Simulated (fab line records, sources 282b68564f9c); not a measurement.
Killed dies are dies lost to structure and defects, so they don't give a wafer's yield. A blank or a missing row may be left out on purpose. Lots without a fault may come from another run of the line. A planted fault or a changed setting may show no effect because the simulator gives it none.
Which tool did it? | flow rit_cmos | 14 lots, 42 wafers sampled, at 2 steps of a route of 202

WHAT THE GAUGES READ, wafer by wafer
RIT_SDANNEAL_RS_MEAS_07: measures by four-point-probe. Usual: NLDD_RS 151.7 ohm/sq, standard deviation 0.43.
lot  | measured    | on            | NLDD_RS (ohm/sq)                    | flag
L119 | day 3 06:31 | film_metro-04 | 151.1 151.4 150.8                   |
L120 | day 3 08:43 | film_metro-04 | 152.1 151.3 151.8                   |
L121 | day 3 13:43 | film_metro-01 | 151.7 151.7 151.8                   |
L123 | day 3 22:52 | film_metro-04 | 151.8 151.3 151.4                   |
L124 | day 4 02:35 | film_metro-04 | 151.3 151.9 151.8                   |
L125 | day 4 10:43 | film_metro-02 | 151.5 151.9 151.6                   |
L132 | day 5 20:29 | film_metro-02 | 154.9 154.4 154.3 154.6 154.6 154.3 | OFF
L133 | day 6 00:58 | film_metro-01 | 153.9 154.2 153.8 153.9 154.1 153.8 | OFF
L135 | day 6 13:59 | film_metro-04 | 151.4 151.5 152.2                   |
L136 | day 7 03:30 | film_metro-02 | 152.2 152.0 151.8                   |
L137 | day 7 03:44 | film_metro-01 | 151.9 151.0 151.4                   |
L138 | day 7 17:01 | film_metro-01 | 151.7 151.6 151.3                   |
L141 | day 8 16:10 | film_metro-04 | 152.2 152.3 152.1                   |
L142 | day 9 01:04 | film_metro-01 | 151.8 151.7 152.3                   |

WHICH TOOL RAN EACH LOT (tool, then ch and the chambers of the sampled wafers, then the start)
lot  | RIT_NLDD_IMPLANT_08
L119 | implanter-04 ch 0, day 2 21:47
L120 | implanter-04 ch 0, day 3 00:11
L121 | implanter-01 ch 0, day 3 05:22
L123 | implanter-03 ch 0, day 3 14:23
L124 | implanter-01 ch 0, day 3 18:16
L125 | implanter-03 ch 0, day 4 02:17
L132 | implanter-03 ch 0, day 5 12:14
L133 | implanter-03 ch 0, day 5 16:32
L135 | implanter-01 ch 0, day 6 05:55
L136 | implanter-04 ch 0, day 6 19:11
L137 | implanter-01 ch 0, day 6 19:26
L138 | implanter-04 ch 0, day 7 08:41
L141 | implanter-01 ch 0, day 8 05:28
L142 | implanter-03 ch 0, day 8 16:16
- RIT_NLDD_IMPLANT_08

WHAT THE TOOLS THEMSELVES READ (means of the sampled wafers that have a number; where no wafer has one, the mark that the record gives instead)
RIT_NLDD_IMPLANT_08. Usual: dose_ions_cm2 5.001e+14, standard deviation 5.5e+11; faraday_current_uA 1570, standard deviation 32.
lot  | tool         | dose_ions_cm2 | faraday_current_uA | flag
L119 | implanter-04 | 4.996e+14     | 1565               |
L120 | implanter-04 | 5.008e+14     | 1551               |
L121 | implanter-01 | 5.005e+14     | 1565               |
L123 | implanter-03 | 4.998e+14     | 1568               |
L124 | implanter-01 | 5.002e+14     | 1618               |
L125 | implanter-03 | 4.996e+14     | 1581               |
L132 | implanter-03 | 4.925e+14     | 1560               | OFF
L133 | implanter-03 | 4.923e+14     | 1534               | OFF
L135 | implanter-01 | 5.002e+14     | 1587               |
L136 | implanter-04 | 4.997e+14     | 1607               |
L137 | implanter-01 | 5.007e+14     | 1551               |
L138 | implanter-04 | 4.994e+14     | 1541               |
L141 | implanter-01 | 5.002e+14     | 1572               |
L142 | implanter-03 | 5.007e+14     | 1563               |

THE ANSWER, worked out from the rows above alone
Rule: a lot is off if the mean of its wafers that have a number lies more than 3 standard deviations from the usual mean. A lot without any number at a reading at which 4 lots or more have one is off too. The other lots that the step has rows for count as sound. The gauges are gone through in route order, then the tools' own readings, and for those a lot's mean is taken as printed above. The first step at which some lot is off is used, and at that step the reading that is off furthest; a lot without a number counts as furthest.
Off: L132, L133, at RIT_SDANNEAL_RS_MEAS_07 (NLDD_RS).
A tool fits if, at a process step before that reading, it ran every lot that is off, and no sound lot after the first of them. The gauges at RIT_SDANNEAL_RS_MEAS_07 aren't tried: what is off there is off at RIT_NLDD_IMPLANT_08 too, on other tools, and a gauge's error can't cause that. None of those tried fits.

WHAT THE SIMULATOR HAD PUT IN
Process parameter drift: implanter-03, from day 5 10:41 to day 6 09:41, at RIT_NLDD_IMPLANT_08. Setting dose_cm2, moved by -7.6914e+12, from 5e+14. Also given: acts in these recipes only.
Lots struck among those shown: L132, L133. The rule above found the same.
